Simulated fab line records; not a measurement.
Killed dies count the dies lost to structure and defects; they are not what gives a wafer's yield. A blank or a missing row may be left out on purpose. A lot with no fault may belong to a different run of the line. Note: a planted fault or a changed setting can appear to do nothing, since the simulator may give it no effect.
One fault seen from 2 desks | flow berkeley-cmos170 | numbers are kept per desk, each desk with only its own; the story behind them comes last

== TOOL OWNER'S DESK, implanter-04 ==
The tool's own readings at UCB170_NWELL_IMPLANT_14, given as means over the sampled wafers that have a number, one for each lot that went through this tool. Any lot whose mean is over 4 standard deviations away from the usual mean is out of limits and marked OUT; that distance is given in the brackets.
Columns: A = beam-energy-keV at UCB170_NWELL_IMPLANT_14, usual 150.00; B = end-station-pressure-torr at UCB170_NWELL_IMPLANT_14, usual 5.02e-06 Torr
lot  | first seen here | A                        | B
L865 | day 2 16:02     | 149.98                   | 4.93e-06
L872 | day 4 05:34     | 150.00                   | 4.94e-06
L876 | day 5 00:52     | 144.58 (-99 or more) OUT | 5.24e-06
L879 | day 5 08:07     | 144.58 (-99 or more) OUT | 4.94e-06
Finding of this desk: L876, L879 out of limits; the first was L876 at day 5 00:52, on beam-energy-keV at UCB170_NWELL_IMPLANT_14. L865, L872: within limits.

== FROM THE METROLOGY DESK ==
Lot by lot, what the gauges showed, no matter which tool ran the lot: averages of those sampled wafers that carry a number. Any lot whose mean is over 4 standard deviations away from the usual mean is out of limits and marked OUT; that distance is given in the brackets.
Columns: A = NWELL_OXIDE_THK at UCB170_NWELL_THK_MEAS_02, usual 26.3 nm; B = NWELL_NITRIDE_THK at UCB170_NWELL_THK_MEAS_05, usual 223.6 nm; C = NWELL_OVL at UCB170_NWELL_OVL_MEAS_12, usual 3 nm
lot  | first seen here | A    | B     | C
L865 | day 2 06:08     | 26.8 | 220.8 | 4
L872 | day 3 19:10     | 26.8 | 224.8 | -6
L876 | day 4 13:10     | 26.2 | 228.0 | 2
L879 | day 4 21:58     | 26.0 | 223.3 | -1
L884 | day 6 09:39     | 27.0 | 225.0 | -3
L887 | day 6 16:50     | 26.5 | 225.5 | 0
This desk's finding: nothing out of limits on any of the 6 lots.

== ALL TOGETHER ==
The tool owner's desk had the chance to raise an alarm at day 5 00:52 on L876, L879.
At the metrology desk, nothing out of limits was observed.
The metrology desk holds a record of L876, L879, inside its limits.
The lots listed all ran UCB170_NWELL_IMPLANT_14 on implanter-04.

== WHAT THE SIMULATOR HAD INSERTED ==
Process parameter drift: implanter-04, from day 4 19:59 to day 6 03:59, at UCB170_NWELL_IMPLANT_14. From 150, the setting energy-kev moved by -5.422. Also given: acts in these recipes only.
Lots struck among those shown: L876, L879.
Delay in hours, fault start to first out-of-limits reading, by desk: the tool owner's desk at 5.
